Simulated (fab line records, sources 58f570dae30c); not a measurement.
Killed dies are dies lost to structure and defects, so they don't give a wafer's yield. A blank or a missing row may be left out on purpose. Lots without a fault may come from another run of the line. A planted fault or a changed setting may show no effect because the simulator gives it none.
Problem report in the 8D (eight disciplines) form, filled by code | flow berkeley_cmos170 | the parts of the form that need people (team, actions taken, sign-off) are left out

1. THE PROBLEM
prime_temp_c at UCB170_ZERO_HMDS_00 reads a mean of 101.51 C on 6 wafers of 2 lots; wafers without a fault read 100.02 C with a standard deviation of 0.13. That is +11 standard deviations from the usual mean.
The step: prime time 60 s.
First seen on wafer L320.4, day 4 04:57, on litho_track-04. The record holds 42 wafers of 14 lots with a number at this step. Rule for "out", or "out of limits": more than 4 standard deviations from the usual mean. The other wafers with a number count as sound.

2. WHAT IT IS AND WHAT IT IS NOT
question                    | is                     | is not
which readings at this step | prime_temp_c           | -
which lots                  | L320, L323             | L310, L311, L312, L314, L315, L316, L317, L318, L321, L328, L329, L331
which wafers of those lots  | all that have a number | -
read on which tools         | litho_track-04         | litho_track-01, litho_track-02
when                        | from day 4 04:57       | up to then (24 sound wafers); but 12 sound wafers of L321, L328, L329, L331 came after

3. SUSPECTS, AND WHAT RULES EACH OUT
Counting: a tool at a process step up to the reading stays a suspect if it ran every lot that is out and no sound lot after the first of them.
- litho_track-04 at UCB170_ZERO_HMDS_00 (prime time 60 s): kept. It ran every lot that is out, first L320 (day 4 04:57), and no sound lot after that; its last sound lot up to then is L317 (day 3 09:23). Its own readings are out on those wafers: prime_temp_c.
Left after counting: litho_track-04 at UCB170_ZERO_HMDS_00.

4. THE CAUSE (what the simulator had put in)
Process parameter drift: litho_track-04, from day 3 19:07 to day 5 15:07, at UCB170_ZERO_HMDS_00. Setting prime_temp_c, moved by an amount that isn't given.
Counting left only this tool.

5. THE CHAIN OF EFFECTS, in route order
Each row: a reading whose mean over the struck wafers that have a number lies more than 3 standard deviations from the usual. Only readings for which the record gives a usual standard deviation are gone through. hours: the time from each lot's start at the first step in this table that gives one to its start at this step, as a median over the lots. sigmas: the change in usual standard deviations.
hours | step                | reading      | usual    | on struck wafers | change | sigmas
0     | UCB170_ZERO_HMDS_00 | prime_temp_c | 100.02 C | 101.51           | +1.49  | +11
The process steps in it:
- UCB170_ZERO_HMDS_00: prime time 60 s.

6. WHAT WOULD HAVE CAUGHT IT SOONER
In this record the first reading out of limits was taken at day 4 04:57, 10 hours after the fault began at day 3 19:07.
